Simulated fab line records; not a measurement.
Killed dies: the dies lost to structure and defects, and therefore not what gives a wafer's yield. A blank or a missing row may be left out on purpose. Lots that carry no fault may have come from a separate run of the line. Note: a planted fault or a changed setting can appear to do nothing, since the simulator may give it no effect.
Split-lot study :: flow ritCmos :: 5 lots, 23 wafers read, on a route of 202 steps

THE SPLIT ITSELF
At RIT_CONTACT_SOFTBAKE_04 (time 60 s), the setting tempC was moved away from the recipe's 90 C on 12 of the 23 wafers read, by -1.2% to +2.9%. This setting was run at the recipe's value on the other wafers.

FROM THE SPLIT TO THE READING: what the file shows between them, 2 steps
- RIT_CONTACT_EXPOSE_05: exposes mask M11, target cd 1000 nm
- RIT_CONTACT_PEB_06

THE READING
NOVOLAK_of_CONTACT_COAT_03.thkNm (the simulator's own value, which no gauge read), in nm, at RIT_CONTACT_DEVELOP_07 (develop time 120 s). The file does not state a usual value for it. Average 1000.9 nm, standard deviation 2.5 nm, over the 11 wafers here run with the recipe.

wafer: L074.1
tool, chamber at the split: lithoTrack-01, 0
tempC as run, C: 90
against the recipe: recipe
NOVOLAK_of_CONTACT_COAT_03.thkNm, nm: 998
against lot-mates on the recipe: -

wafer: L074.4
tool, chamber at the split: lithoTrack-01, 0
tempC as run, C: 90
against the recipe: recipe
NOVOLAK_of_CONTACT_COAT_03.thkNm, nm: 999
against lot-mates on the recipe: -

wafer: L074.5
tool, chamber at the split: lithoTrack-01, 0
tempC as run, C: 90
against the recipe: recipe
NOVOLAK_of_CONTACT_COAT_03.thkNm, nm: 998.2
against lot-mates on the recipe: -

wafer: L076.1
tool, chamber at the split: lithoTrack-01, 0
tempC as run, C: 90
against the recipe: recipe
NOVOLAK_of_CONTACT_COAT_03.thkNm, nm: 999.9
against lot-mates on the recipe: -

wafer: L076.2
tool, chamber at the split: lithoTrack-01, 0
tempC as run, C: 91.48
against the recipe: +1.6%
NOVOLAK_of_CONTACT_COAT_03.thkNm, nm: 997.3
against lot-mates on the recipe: -3.2

wafer: L076.6
tool, chamber at the split: lithoTrack-01, 0
tempC as run, C: 91.48
against the recipe: +1.6%
NOVOLAK_of_CONTACT_COAT_03.thkNm, nm: 997.3
against lot-mates on the recipe: -3.2

wafer: L076.4
tool, chamber at the split: lithoTrack-01, 0
tempC as run, C: 90
against the recipe: recipe
NOVOLAK_of_CONTACT_COAT_03.thkNm, nm: 1001
against lot-mates on the recipe: -

wafer: L076.5
tool, chamber at the split: lithoTrack-01, 0
tempC as run, C: 91.48
against the recipe: +1.6%
NOVOLAK_of_CONTACT_COAT_03.thkNm, nm: 994.3
against lot-mates on the recipe: -6.2

wafer: L077.1
tool, chamber at the split: lithoTrack-02, 0
tempC as run, C: 88.88
against the recipe: -1.2%
NOVOLAK_of_CONTACT_COAT_03.thkNm, nm: 1004
against lot-mates on the recipe: +3.5

wafer: L077.2
tool, chamber at the split: lithoTrack-02, 0
tempC as run, C: 90
against the recipe: recipe
NOVOLAK_of_CONTACT_COAT_03.thkNm, nm: 1000
against lot-mates on the recipe: -

wafer: L077.3
tool, chamber at the split: lithoTrack-02, 0
tempC as run, C: 88.88
against the recipe: -1.2%
NOVOLAK_of_CONTACT_COAT_03.thkNm, nm: 1005
against lot-mates on the recipe: +4.5

wafer: L077.4
tool, chamber at the split: lithoTrack-02, 0
tempC as run, C: 90
against the recipe: recipe
NOVOLAK_of_CONTACT_COAT_03.thkNm, nm: 1001
against lot-mates on the recipe: -

wafer: L077.5
tool, chamber at the split: lithoTrack-02, 0
tempC as run, C: 88.88
against the recipe: -1.2%
NOVOLAK_of_CONTACT_COAT_03.thkNm, nm: 1001
against lot-mates on the recipe: +0.5

wafer: L079.1
tool, chamber at the split: lithoTrack-02, 0
tempC as run, C: 92.32
against the recipe: +2.6%
NOVOLAK_of_CONTACT_COAT_03.thkNm, nm: 992.3
against lot-mates on the recipe: -8.7

wafer: L079.3
tool, chamber at the split: lithoTrack-02, 0
tempC as run, C: 92.32
against the recipe: +2.6%
NOVOLAK_of_CONTACT_COAT_03.thkNm, nm: 992
against lot-mates on the recipe: -9.0

wafer: L079.4
tool, chamber at the split: lithoTrack-02, 0
tempC as run, C: 90
against the recipe: recipe
NOVOLAK_of_CONTACT_COAT_03.thkNm, nm: 999.9
against lot-mates on the recipe: -

wafer: L079.5
tool, chamber at the split: lithoTrack-02, 0
tempC as run, C: 90
against the recipe: recipe
NOVOLAK_of_CONTACT_COAT_03.thkNm, nm: 1002
against lot-mates on the recipe: -

wafer: L079.6
tool, chamber at the split: lithoTrack-02, 0
tempC as run, C: 92.32
against the recipe: +2.6%
NOVOLAK_of_CONTACT_COAT_03.thkNm, nm: 992.5
against lot-mates on the recipe: -8.5

wafer: L083.1
tool, chamber at the split: lithoTrack-02, 0
tempC as run, C: 92.63
against the recipe: +2.9%
NOVOLAK_of_CONTACT_COAT_03.thkNm, nm: 997.4
against lot-mates on the recipe: -8.1

wafer: L083.2
tool, chamber at the split: lithoTrack-02, 0
tempC as run, C: 92.63
against the recipe: +2.9%
NOVOLAK_of_CONTACT_COAT_03.thkNm, nm: 999.3
against lot-mates on the recipe: -6.2

wafer: L083.3
tool, chamber at the split: lithoTrack-02, 0
tempC as run, C: 92.63
against the recipe: +2.9%
NOVOLAK_of_CONTACT_COAT_03.thkNm, nm: 996.8
against lot-mates on the recipe: -8.7

wafer: L083.4
tool, chamber at the split: lithoTrack-02, 0
tempC as run, C: 90
against the recipe: recipe
NOVOLAK_of_CONTACT_COAT_03.thkNm, nm: 1005
against lot-mates on the recipe: -

wafer: L083.5
tool, chamber at the split: lithoTrack-02, 0
tempC as run, C: 90
against the recipe: recipe
NOVOLAK_of_CONTACT_COAT_03.thkNm, nm: 1006
against lot-mates on the recipe: -

FIT RESULTS
A straight line over all 23 wafers: NOVOLAK_of_CONTACT_COAT_03.thkNm changes by -2.09 nm for each +1% of tempC; r = -0.76; the points scatter about the line by 2.6 nm.
The same after taking each lot's own level away (the mean of its wafers on the recipe; 23 wafers): -2.79 nm for each +1%; r = -0.96; scatter 1.2 nm.
That fit puts the effect of the largest move of tempC on the reading at 8.1 nm.
From 998.40 to 1005.50 nm: that is the span of the lots' own levels, equal to 2.9 times the standard deviation above.
So the lot-to-lot level blurs the effect unless lot-mates are compared.
Check: -8.34 nm against its lot-mates is what the line predicts for one of the wafers moved furthest among these (+2.9%) when that wafer is left out of the fit. It came out at -8.1 nm against them.

OTHER SPLITS ON THESE WAFERS
Before the reading, these wafers also passed through other splits. Each is held against what the fit with the lots' levels taken away leaves over:
other split on the same wafers: RIT_NSD_SOFTBAKE_02 tempC
wafers away from the commonest value: 5
r with NOVOLAK_of_CONTACT_COAT_03.thkNm (lot level and that fit taken away): +0.07

other split on the same wafers: RIT_PSD_IMPLANT_08 energyKev
wafers away from the commonest value: 6
r with NOVOLAK_of_CONTACT_COAT_03.thkNm (lot level and that fit taken away): +0.07

THE WHOLE CHAIN: every reading that the file lists as answering this split, in the file's order
step: RIT_CONTACT_SOFTBAKE_04
what it does: time 60 s
reading: NOVOLAK_of_CONTACT_COAT_03.thkNm (the simulator's own value, which no gauge read)
change (the file's fit): -2.6 nm for each +1% of the setting
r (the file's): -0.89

step: RIT_CONTACT_DEVELOP_07
what it does: develop time 120 s
reading: NOVOLAK_of_CONTACT_COAT_03.thkNm (the simulator's own value, which no gauge read)
change (the file's fit): -2.8 nm for each +1% of the setting
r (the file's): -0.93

THE FILE'S OWN FIT
NOVOLAK_of_CONTACT_COAT_03.thkNm changes by -2.8 nm for each +1% of tempC, r = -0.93.
